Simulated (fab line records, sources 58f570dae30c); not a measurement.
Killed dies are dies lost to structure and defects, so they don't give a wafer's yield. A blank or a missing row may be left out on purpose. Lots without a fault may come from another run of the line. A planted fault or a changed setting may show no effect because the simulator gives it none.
A struck lot beside a sound one | flow berkeley_cmos170 | 15 steps out of a route of 331
Sound: wafers L855.1, L855.3, L855.6. Struck: wafers L853.3, L853.4, L853.5. The cause comes at the end.
At each step with rows: each side's tool, then ch and its chambers, then its first start. Under that, the readings that differ: sound wafers | struck wafers | difference of the means | sigmas: that difference in standard deviations of wafers without a fault.
alike: readings whose means differ by less than 2 such deviations, and words and numbers that are the same on both sides. not compared: withheld readings, readings that some wafer has no value for, bounds like >300 that may hide the same value, and numbers for which the record gives no deviation and whose values overlap.
The two part at a step that has a row with sigmas, a row that says differs or no value, or rows on one side only. Numbers that don't overlap but have no deviation are shown without sigmas and don't part them. A reading that every wafer of one side lacks parts them only if that side has two wafers or more.

UCB170_GATE_STRIP_16: strips in O2.
  sound on plasma_asher-03 ch 0,1, day 7 22:32; struck on plasma_asher-02 ch 0,1, day 7 22:28
  alike: drypump_motor_current_A, oes_product_au
  not compared: rf_hours_counter_h
UCB170_GATE_CD_MEAS_90: target cd 350 nm.
  sound on cd_sem-01, day 7 22:40; struck on cd_sem-01, day 7 22:35
  alike: cd_nm
then, 7 steps without rows for these wafers: UCB170_GATE_CLEAN_17 (cleans in SPM, time 600 s); UCB170_PLDD_HMDS_00 (prime time 60 s); UCB170_PLDD_COAT_01 (resist thk 900 nm); UCB170_PLDD_SOFTBAKE_02 (time 60 s); UCB170_PLDD_EXPOSE_03 (exposes mask PSELECT, target cd 1200 nm); UCB170_PLDD_PEB_04; UCB170_PLDD_DEVELOP_05 (develop time 45 s).
UCB170_PLDD_CD_MEAS_06: target cd 1200 nm.
  sound on cd_sem-01, day 8 00:05; struck on cd_sem-02, day 8 00:00
  alike: cd_nm
UCB170_PLDD_OVL_MEAS_07:
  sound on overlay-02, day 8 00:12; struck on overlay-01, day 8 00:05
  alike: PLDD_OVL
then, 1 step without rows for these wafers: UCB170_PLDD_IMPLANT_08.
UCB170_PLDD_IMPLANT_09:
  sound on implanter-04 ch 0, day 8 00:23; struck on implanter-02 ch 0, day 8 00:19
  reading                   | sound             | struck               | difference | sigmas
  beam_energy_keV           | 9.996 9.997 9.995 | 10.218 10.217 10.219 | +0.222     | +63
  model.implant.drp_nm (nm) | 6.005 6.005 6.005 | 6.096 6.096 6.096    | +0.091     |
UCB170_PLDD_STRIP_10: strips in O2.
  sound on plasma_asher-04 ch 1, day 8 00:32; struck on plasma_asher-01 ch 0,1, day 8 00:27
  alike: drypump_motor_current_A, oes_product_au, strip_time_to_endpoint_s
  not compared: rf_hours_counter_h
UCB170_M3_PROBE_99:
  the record has rows for the struck wafers here (prober-02, day 9 16:39) and none for the sound ones

WHERE THEY PART
First at UCB170_PLDD_IMPLANT_09; last, within this record, at UCB170_M3_PROBE_99.

WHY: what the simulator had put in
Process parameter drift: implanter-02, from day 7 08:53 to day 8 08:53, at UCB170_PLDD_IMPLANT_09. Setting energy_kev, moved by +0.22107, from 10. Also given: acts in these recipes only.
